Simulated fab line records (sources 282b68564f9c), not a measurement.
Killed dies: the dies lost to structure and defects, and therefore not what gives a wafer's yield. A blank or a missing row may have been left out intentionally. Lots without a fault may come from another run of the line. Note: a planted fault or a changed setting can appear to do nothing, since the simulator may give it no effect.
Comparing a struck lot with a sound one | flow rit-cmos | 20 out of 202 route steps
Sound: these wafers, L208.1, L208.3, L208.5. The struck wafers were L197.1, L197.2, L197.4. The cause is given at the end.
For every step that has rows: the tool of each side, followed by ch and its chambers, followed by its first start. Under that, the readings that differ: sound wafers | struck wafers | difference of the means | sigmas: that difference in standard deviations of wafers without a fault.
alike: words and numbers the same on both sides, and readings whose means are apart by under 2 such deviations; not compared: readings that were withheld, readings missing a value for some wafer, numbers with overlapping values and no deviation given by the record, and bounds like >300 which may hide the same value.
The two part at a step that has a row with sigmas, a row that says differs or no value, or rows on one side only. Non-overlapping numbers with no deviation appear without sigmas and do not part them. Lack of a reading on every wafer of one side parts them only where that side has two or more wafers.

RIT_CONTACT_CD_MEAS_08: the cd target is 1000 nm.
  sound: cd-sem-01 at day 7 13:52; struck: cd-sem-02 at day 5 03:05
  alike: cd-nm
RIT_CONTACT_OVL_MEAS_09:
  sound: overlay-02 at day 7 13:59; struck: overlay-02 at day 5 03:13
  alike: CONTACT_OVL
then, 1 step without rows for these wafers: RIT_CONTACT_HARDBAKE_10 (time 60 s).
RIT_CONTACT_ETCH_11: etches SiO2 in CHF3/CF4/Ar, stops on TiSi2, target depth 480 nm, time 320 s.
  sound on rie-diel-02 ch 1,2, day 7 14:10; struck on rie-diel-02 ch 0,1,2, day 5 03:23
  alike: CHF3_flow_sccm, cf4-flow-sccm, chamber-pressure-mTorr, drypump-motor-current-A, oes-product-au, throttle-valve-pct
  not compared: rf-hours-counter-h
RIT_CONTACT_STRIP_12: strips in O2, time 180 s.
  sound on plasma-asher-03 ch 0,1, day 7 14:22; struck on plasma-asher-01 ch 0,1, day 5 03:35
  alike: chamber-pressure-mTorr, drypump-motor-current-A
  not compared: rf-hours-counter-h
RIT_CONTACT_CD_MEAS_90: the cd target is 1000 nm.
  sound: cd-sem-01 at day 7 14:32; struck: cd-sem-02 at day 5 03:46
  alike: cd-nm
then, 2 steps without rows for these wafers: RIT_CONTACT_CLEAN_13 (cleans in SC1, time 600 s); RIT_CONTACT_CLEAN_14 (cleans in SC2, time 600 s).
RIT_M1_SPUTTER_00: material Al, target thk 400 nm, time 500 s.
  sound: pvd-sputter-02 at day 7 15:02; struck: pvd-sputter-02 at day 5 04:15
  alike: throttle-valve-pct
RIT_M1_RS_MEAS_01: the measuring method here is four-point-probe.
  sound: film-metro-03 at day 7 15:20; struck: film-metro-02 at day 5 04:32
  reading           | sound                | struck               | difference | sigmas
  M1_AL_RS (ohm/sq) | 0.0752 0.0745 0.0752 | 0.0723 0.0729 0.0737 | -0.0020    | -3
RIT_M1_THK_MEAS_02: measures by xrf.
  sound: film-metro-03 at day 7 15:27; struck: film-metro-02 at day 5 04:40
  alike: M1_AL_THK
then, 1 step without rows for these wafers: RIT_M1_HMDS_03 (prime time 60 s).
RIT_M1_COAT_04: resist thk 1300 nm.
  sound on litho-track-01 ch 0, day 7 15:40; struck on litho-track-01, day 5 04:52
  no value came back on the struck wafers for chill-plate-temp-C (C), dispense-pressure-kPa (kPa); on the sound wafers chill-plate-temp-C (C) reads 22.82 22.92 23.01
then, 4 steps without rows for these wafers: RIT_M1_SOFTBAKE_05 (time 60 s); RIT_M1_EXPOSE_06 (exposes mask M12, target cd 2600 nm); RIT_M1_PEB_07; RIT_M1_DEVELOP_08 (develop time 68 s).
RIT_M1_CD_MEAS_09: the cd target is 2600 nm.
  sound: cd-sem-01 at day 7 16:23; struck: cd-sem-02 at day 5 05:36
  reading    | sound                | struck | difference                    | sigmas
  cd-nm (nm) | 2594.6 2594.9 2595.4 | - - -  | no value on the struck wafers |
RIT_M1_OVL_MEAS_10:
  sound: overlay-02 at day 7 16:31; struck: overlay-02 at day 5 05:43
  reading     | sound        | struck | difference                    | sigmas
  M1_OVL (nm) | -0.9 0.9 1.7 | - - -  | no value on the struck wafers |
RIT_M1_PROBE_99:
  sound: prober-01 at day 7 19:05; struck: prober-02 at day 5 08:25
  reading                  | sound          | struck         | difference | sigmas
  defect-limited-yield (%) | 95.5 98.1 98.5 | 0 0 0          | -97        | -81
  killed_at_M0_to_M3       | 0 0 0          | 257 252 251    | +253       |
  killed-dies              | 12 5 4         | 264 264 264    | +257       | +78
  killed-on-rim            | 5 2 2          | 70 70 70       | +67        | +48
  sort_bin_5_function (%)  | 3.0 1.1 0.4    | 98.1 97.7 97.3 | +96.2      | +99 or more
  sort-n-pass              | 252 259 260    | 0 0 0          | -257       | -78
  sort-yield-pct (%)       | 95.5 98.1 98.5 | 0 0 0          | -97        | -81
  alike: killed-at-front-end, killed-open, killed-short, sort_bin_3_pad_short, sort_bin_6_memory

## WHERE THEY PART
First at RIT_M1_RS_MEAS_01; last, within this record, at RIT_M1_PROBE_99.

WHY: whatever the simulator had introduced
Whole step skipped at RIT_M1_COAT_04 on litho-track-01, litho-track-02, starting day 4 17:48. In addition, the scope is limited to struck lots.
